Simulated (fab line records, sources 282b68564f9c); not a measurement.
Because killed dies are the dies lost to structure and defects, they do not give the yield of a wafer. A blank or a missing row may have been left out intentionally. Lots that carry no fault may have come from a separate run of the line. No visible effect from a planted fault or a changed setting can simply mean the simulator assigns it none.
A struck lot beside a sound one / flow ritCmos / 21 steps out of a route of 202
Sound: these wafers, L706.2, L706.3, L706.6. Struck: wafers L721.2, L721.4, L721.5. At the end, the cause is stated.
Order at every step that has rows: each side's tool, ch and its chambers, its first start. Under that, the readings that differ: sound wafers / struck wafers / difference of the means / sigmas: that difference in standard deviations of wafers without a fault.
alike: words and numbers the same on both sides, and readings whose means are apart by under 2 such deviations; not compared: readings that were withheld, readings missing a value for some wafer, numbers with overlapping values and no deviation given by the record, and bounds like >300 which may hide the same value.
A row with sigmas, a row that says differs or no value, or rows on one side alone: a step with any of these is where the two part. Numbers that don't overlap but have no deviation are shown without sigmas and don't part them. Lack of a reading on every wafer of one side parts them only where that side has two or more wafers.

first, 4 steps without rows for these wafers: RIT_NRETRO_SOFTBAKE_02 (time 60 s); RIT_NRETRO_EXPOSE_03 (exposes mask M4, target cd 43900 nm); RIT_NRETRO_PEB_04; RIT_NRETRO_DEVELOP_05 (develop time 68 s).
RIT_NRETRO_OVL_MEAS_06:
  sound: overlay-01 at day 2 06:28; struck: overlay-01 at day 5 11:04
  alike: NRETRO_OVL
then, 2 steps without rows for these wafers: RIT_NRETRO_HARDBAKE_07 (time 120 s); RIT_NRETRO_IMPLANT_08.
RIT_NRETRO_STRIP_09: strips in O2, time 180 s.
  sound on plasmaAsher-02 ch 0,1, day 2 06:54; struck on plasmaAsher-02 ch 0,1, day 5 11:34
  alike: drypumpMotorCurrentA
  not compared: rfHoursCounterH
RIT_NRETRO_TW_MEAS_10:
  sound: filmMetro-04 at day 2 07:05; struck: filmMetro-04 at day 5 11:45
  alike: NRETRO_TW
then, 3 steps without rows for these wafers: RIT_PRETRO_HMDS_00 (prime time 60 s); RIT_PRETRO_COAT_01 (resist thk 1300 nm); RIT_PRETRO_SOFTBAKE_02 (time 60 s).
RIT_PRETRO_EXPOSE_03: exposes mask M5, target cd 43700 nm.
  sound on ilineStepper-01 ch 0, day 2 07:36; struck on ilineStepper-01 ch 0, day 5 12:24
reading=mask; sound=M5#0 M5#0 M5#0; struck=M4#0 M4#0 M4#0; difference=differs; sigmas=
then, 2 steps without rows for these wafers: RIT_PRETRO_PEB_04; RIT_PRETRO_DEVELOP_05 (develop time 68 s).
RIT_PRETRO_OVL_MEAS_06:
  sound: overlay-02 at day 2 08:11; struck: overlay-02 at day 5 12:49
reading=PRETRO_OVL (nm); sound=-2.4 -1.7 -2.9; struck=- - -; difference=no value on the struck wafers; sigmas=
then, 2 steps without rows for these wafers: RIT_PRETRO_HARDBAKE_07 (time 120 s); RIT_PRETRO_IMPLANT_08.
RIT_PRETRO_STRIP_09: strips in O2, time 180 s.
  sound on plasmaAsher-03 ch 0,1, day 2 08:37; struck on plasmaAsher-04 ch 1, day 5 13:14
  alike: drypumpMotorCurrentA
  not compared: rfHoursCounterH
RIT_PRETRO_TW_MEAS_10:
  sound: filmMetro-02 at day 2 08:48; struck: filmMetro-03 at day 5 13:26
reading=PRETRO_TW; sound=476 473 473; struck=30 29 29; difference=-445; sigmas=-99 or more
then, 1 step without rows for these wafers: RIT_GATE_WET_ETCH_00 (etches SiO2 in BOE, target depth 56 nm, time 60 s).

## WHERE THEY PART
Last at RIT_PRETRO_TW_MEAS_10 as far as this record goes, first at RIT_PRETRO_EXPOSE_03.

WHY: what the simulator had put in
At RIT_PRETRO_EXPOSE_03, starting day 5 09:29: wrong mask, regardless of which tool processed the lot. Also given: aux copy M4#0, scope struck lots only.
